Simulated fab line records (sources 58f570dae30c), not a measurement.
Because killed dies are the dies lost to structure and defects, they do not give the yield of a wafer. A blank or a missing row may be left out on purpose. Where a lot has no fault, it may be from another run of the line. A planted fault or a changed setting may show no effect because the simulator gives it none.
Split-lot experiment / flow berkeley cmos170 / 5 lots, 27 wafers read, on a route of 331 steps

## SPLIT DETAILS
At UCB170_GATE_OXIDATION_01 (target thk 6.6 nm, ox time 1800 s), the setting ox time s was moved away from the recipe's 1800 s on 12 of the 27 wafers read, by +18.6% to +54.9%. The other wafers ran this setting at the recipe's value.

No step appears in the file between the split and the reading.

## THE READING
GATE_OXIDE_THK, in nm, at UCB170_GATE_THK_MEAS_02. On this fab line, fault-free wafers typically give 6.63 nm with a standard deviation of 0.1 nm.

wafer=L078.1; tool, chamber at the split=-, -; ox time s as run, s=2789; against the recipe=+54.9%; GATE_OXIDE_THK, nm=9.08; against lot-mates on the recipe=no lot-mate on the recipe
wafer=L078.2; tool, chamber at the split=-, -; ox time s as run, s=2789; against the recipe=+54.9%; GATE_OXIDE_THK, nm=9.09; against lot-mates on the recipe=no lot-mate on the recipe
wafer=L078.3; tool, chamber at the split=-, -; ox time s as run, s=2789; against the recipe=+54.9%; GATE_OXIDE_THK, nm=8.97; against lot-mates on the recipe=no lot-mate on the recipe
wafer=L078.4; tool, chamber at the split=-, -; ox time s as run, s=2789; against the recipe=+54.9%; GATE_OXIDE_THK, nm=8.96; against lot-mates on the recipe=no lot-mate on the recipe
wafer=L078.5; tool, chamber at the split=-, -; ox time s as run, s=2789; against the recipe=+54.9%; GATE_OXIDE_THK, nm=9.08; against lot-mates on the recipe=no lot-mate on the recipe
wafer=L078.6; tool, chamber at the split=-, -; ox time s as run, s=2789; against the recipe=+54.9%; GATE_OXIDE_THK, nm=9.07; against lot-mates on the recipe=no lot-mate on the recipe
wafer=L077.1; tool, chamber at the split=-, -; ox time s as run, s=1800; against the recipe=recipe; GATE_OXIDE_THK, nm=6.50; against lot-mates on the recipe=-
wafer=L077.2; tool, chamber at the split=-, -; ox time s as run, s=1800; against the recipe=recipe; GATE_OXIDE_THK, nm=6.48; against lot-mates on the recipe=-
wafer=L077.3; tool, chamber at the split=-, -; ox time s as run, s=1800; against the recipe=recipe; GATE_OXIDE_THK, nm=6.56; against lot-mates on the recipe=-
wafer=L077.4; tool, chamber at the split=-, -; ox time s as run, s=1800; against the recipe=recipe; GATE_OXIDE_THK, nm=6.59; against lot-mates on the recipe=-
wafer=L077.5; tool, chamber at the split=-, -; ox time s as run, s=1800; against the recipe=recipe; GATE_OXIDE_THK, nm=6.48; against lot-mates on the recipe=-
wafer=L077.6; tool, chamber at the split=-, -; ox time s as run, s=1800; against the recipe=recipe; GATE_OXIDE_THK, nm=6.55; against lot-mates on the recipe=-
wafer=L079.1; tool, chamber at the split=-, -; ox time s as run, s=1800; against the recipe=recipe; GATE_OXIDE_THK, nm=6.61; against lot-mates on the recipe=-
wafer=L079.2; tool, chamber at the split=-, -; ox time s as run, s=1800; against the recipe=recipe; GATE_OXIDE_THK, nm=6.69; against lot-mates on the recipe=-
wafer=L079.3; tool, chamber at the split=-, -; ox time s as run, s=1800; against the recipe=recipe; GATE_OXIDE_THK, nm=6.74; against lot-mates on the recipe=-
wafer=L079.4; tool, chamber at the split=-, -; ox time s as run, s=1800; against the recipe=recipe; GATE_OXIDE_THK, nm=6.74; against lot-mates on the recipe=-
wafer=L079.5; tool, chamber at the split=-, -; ox time s as run, s=1800; against the recipe=recipe; GATE_OXIDE_THK, nm=6.58; against lot-mates on the recipe=-
wafer=L079.6; tool, chamber at the split=-, -; ox time s as run, s=1800; against the recipe=recipe; GATE_OXIDE_THK, nm=6.74; against lot-mates on the recipe=-
wafer=L084.1; tool, chamber at the split=-, -; ox time s as run, s=2135; against the recipe=+18.6%; GATE_OXIDE_THK, nm=7.60; against lot-mates on the recipe=no lot-mate on the recipe
wafer=L084.2; tool, chamber at the split=-, -; ox time s as run, s=2135; against the recipe=+18.6%; GATE_OXIDE_THK, nm=7.46; against lot-mates on the recipe=no lot-mate on the recipe
wafer=L084.3; tool, chamber at the split=-, -; ox time s as run, s=2135; against the recipe=+18.6%; GATE_OXIDE_THK, nm=7.41; against lot-mates on the recipe=no lot-mate on the recipe
wafer=L084.4; tool, chamber at the split=-, -; ox time s as run, s=2135; against the recipe=+18.6%; GATE_OXIDE_THK, nm=7.49; against lot-mates on the recipe=no lot-mate on the recipe
wafer=L084.5; tool, chamber at the split=-, -; ox time s as run, s=2135; against the recipe=+18.6%; GATE_OXIDE_THK, nm=7.34; against lot-mates on the recipe=no lot-mate on the recipe
wafer=L084.6; tool, chamber at the split=-, -; ox time s as run, s=2135; against the recipe=+18.6%; GATE_OXIDE_THK, nm=7.38; against lot-mates on the recipe=no lot-mate on the recipe
wafer=L083.4; tool, chamber at the split=furnace-04, 0; ox time s as run, s=1800; against the recipe=recipe; GATE_OXIDE_THK, nm=6.55; against lot-mates on the recipe=-
wafer=L083.5; tool, chamber at the split=furnace-04, 0; ox time s as run, s=1800; against the recipe=recipe; GATE_OXIDE_THK, nm=6.52; against lot-mates on the recipe=-
wafer=L083.6; tool, chamber at the split=furnace-04, 0; ox time s as run, s=1800; against the recipe=recipe; GATE_OXIDE_THK, nm=6.69; against lot-mates on the recipe=-

THE FIT
A straight line over all 27 wafers: GATE_OXIDE_THK changes by +0.0444 nm for each +1% of ox time s; r = +1.00; the points scatter about the line by 0.087 nm.
Too few moved wafers have a lot-mate on the recipe to fit a line with each lot's own level taken away.

## THE WHOLE CHAIN: every reading that the file lists as answering this split, in the file's order
step=UCB170_GATE_OXIDATION_01; what it does=target thk 6.6 nm, ox time 1800 s; reading=SiO2_of_GATE_OXIDATION_01.thk nm (the simulator's own value, which no gauge read); change (the file's fit)=+0.0446 nm for each +1% of the setting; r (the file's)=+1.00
step=UCB170_GATE_THK_MEAS_02; what it does=; reading=GATE_OXIDE_THK; change (the file's fit)=+0.0444 for each +1% of the setting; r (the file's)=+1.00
step=UCB170_GATE_ETCH_15; what it does=etches poly-Si in HBr/Cl2, stops on SiO2, time 56.3 s, target depth 278.2 nm; reading=SiO2_of_GATE_OXIDATION_01.thk nm (the simulator's own value, which no gauge read); change (the file's fit)=+0.0444 nm for each +1% of the setting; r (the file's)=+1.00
step=UCB170_M3_PROBE_99; what it does=; reading=etest.pmos_0p6.r on ohm um (the simulator's own value, which no gauge read); change (the file's fit)=+38.7 for each +1% of the setting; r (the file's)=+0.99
step=UCB170_M3_PROBE_99; what it does=; reading=etest.pmos_0p35.r on ohm um (the simulator's own value, which no gauge read); change (the file's fit)=+21.1 for each +1% of the setting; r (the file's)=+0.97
step=UCB170_M3_PROBE_99; what it does=; reading=etest.nmos_0p6.r on ohm um (the simulator's own value, which no gauge read); change (the file's fit)=+9.83 for each +1% of the setting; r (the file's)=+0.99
step=UCB170_M3_PROBE_99; what it does=; reading=etest.nmos_0p35.r on ohm um (the simulator's own value, which no gauge read); change (the file's fit)=+5.72 for each +1% of the setting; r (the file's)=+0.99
step=UCB170_M3_PROBE_99; what it does=; reading=etest.nmos turned.drive ua um (the simulator's own value, which no gauge read); change (the file's fit)=-2.71 for each +1% of the setting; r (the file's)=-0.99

## FILE'S OWN FIT
GATE_OXIDE_THK changes by +0.0444 nm for each +1% of ox time s, r = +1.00.
